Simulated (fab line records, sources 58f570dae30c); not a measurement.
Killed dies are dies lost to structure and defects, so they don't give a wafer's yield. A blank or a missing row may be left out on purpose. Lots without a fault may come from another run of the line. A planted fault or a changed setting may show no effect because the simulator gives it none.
A struck lot beside a sound one | flow berkeley_cmos170 | 13 steps out of a route of 331
Sound: wafers L635.2, L635.3, L635.5. Struck: wafers L649.1, L649.3, L649.4. The cause comes at the end.
At each step with rows: each side's tool, then ch and its chambers, then its first start. Under that, the readings that differ: sound wafers | struck wafers | difference of the means | sigmas: that difference in standard deviations of wafers without a fault.
alike: readings whose means differ by less than 2 such deviations, and words and numbers that are the same on both sides. not compared: withheld readings, readings that some wafer has no value for, bounds like >300 that may hide the same value, and numbers for which the record gives no deviation and whose values overlap.
The two part at a step that has a row with sigmas, a row that says differs or no value, or rows on one side only. Numbers that don't overlap but have no deviation are shown without sigmas and don't part them. A reading that every wafer of one side lacks parts them only if that side has two wafers or more.

first, 2 steps without rows for these wafers: UCB170_NLDD_PEB_04; UCB170_NLDD_DEVELOP_05 (develop time 45 s).
UCB170_NLDD_CD_MEAS_06: target cd 1200 nm.
  sound on cd_sem-02, day 6 18:18; struck on cd_sem-02, day 9 18:01
  alike: cd_nm
UCB170_NLDD_OVL_MEAS_07:
  sound on overlay-01, day 6 18:25; struck on overlay-02, day 9 18:08
  reading       | sound    | struck | difference | sigmas
  NLDD_OVL (nm) | -5 -8 -9 | 5 2 10 | +13        | +2
then, 2 steps without rows for these wafers: UCB170_NLDD_IMPLANT_08; UCB170_NLDD_IMPLANT_09.
UCB170_NLDD_STRIP_10: strips in O2.
  sound on plasma_asher-01 ch 0, day 6 18:44; struck on plasma_asher-02 ch 0,1, day 9 18:28
  alike: drypump_motor_current_A, oes_product_au, strip_time_to_endpoint_s
  not compared: rf_hours_counter_h
UCB170_NLDD_TW_MEAS_11:
  sound on film_metro-04, day 6 18:51; struck on film_metro-04, day 9 18:34
  alike: NLDD_TW
then, 1 step without rows for these wafers: UCB170_NLDD_CLEAN_12 (cleans in SPM, time 600 s).
UCB170_SPACER_CVD_00: deposits SiO2 from TEOS/O2, target thk 376 nm, time 47 s.
  sound on pecvd-02 ch 1,2, day 6 19:05; struck on pecvd-02 ch 0,1,2, day 9 18:48
  alike: heater_power_w
UCB170_SPACER_THK_MEAS_01:
  sound on film_metro-01, day 6 19:08; struck on film_metro-04, day 9 18:50
  alike: SPACER_TEOS_THK
then, 1 step without rows for these wafers: UCB170_SPACER_ANNEAL_02 (time 1800 s).
UCB170_SPACER_ETCHBACK_03: etches SiO2 in CHF3/CF4/Ar, stops on Si, target depth 376 nm, time 100 s.
  sound on rie_diel-04 ch 1,2,3, day 7 01:05; struck on rie_diel-03 ch 0,1,2, day 9 20:52
  reading                  | sound             | struck            | difference | sigmas
  oes_product_au (a.u.)    | 0.897 0.892 0.906 | 1.013 0.976 0.984 | +0.093     | +7
  run_length_s (s)         | 127.3 128.4 128.3 | 102.7 103.7 103.1 | -24.8      | -49
  model.etch.depth_nm (nm) | 372.5 376 377.3   | 321.1 316.1 319.9 | -56.2      |
  alike: drypump_motor_current_A, throttle_valve_pct
  not compared: rf_hours_counter_h

WHERE THEY PART
First at UCB170_NLDD_OVL_MEAS_07; last, within this record, at UCB170_SPACER_ETCHBACK_03.

WHY: what the simulator had put in
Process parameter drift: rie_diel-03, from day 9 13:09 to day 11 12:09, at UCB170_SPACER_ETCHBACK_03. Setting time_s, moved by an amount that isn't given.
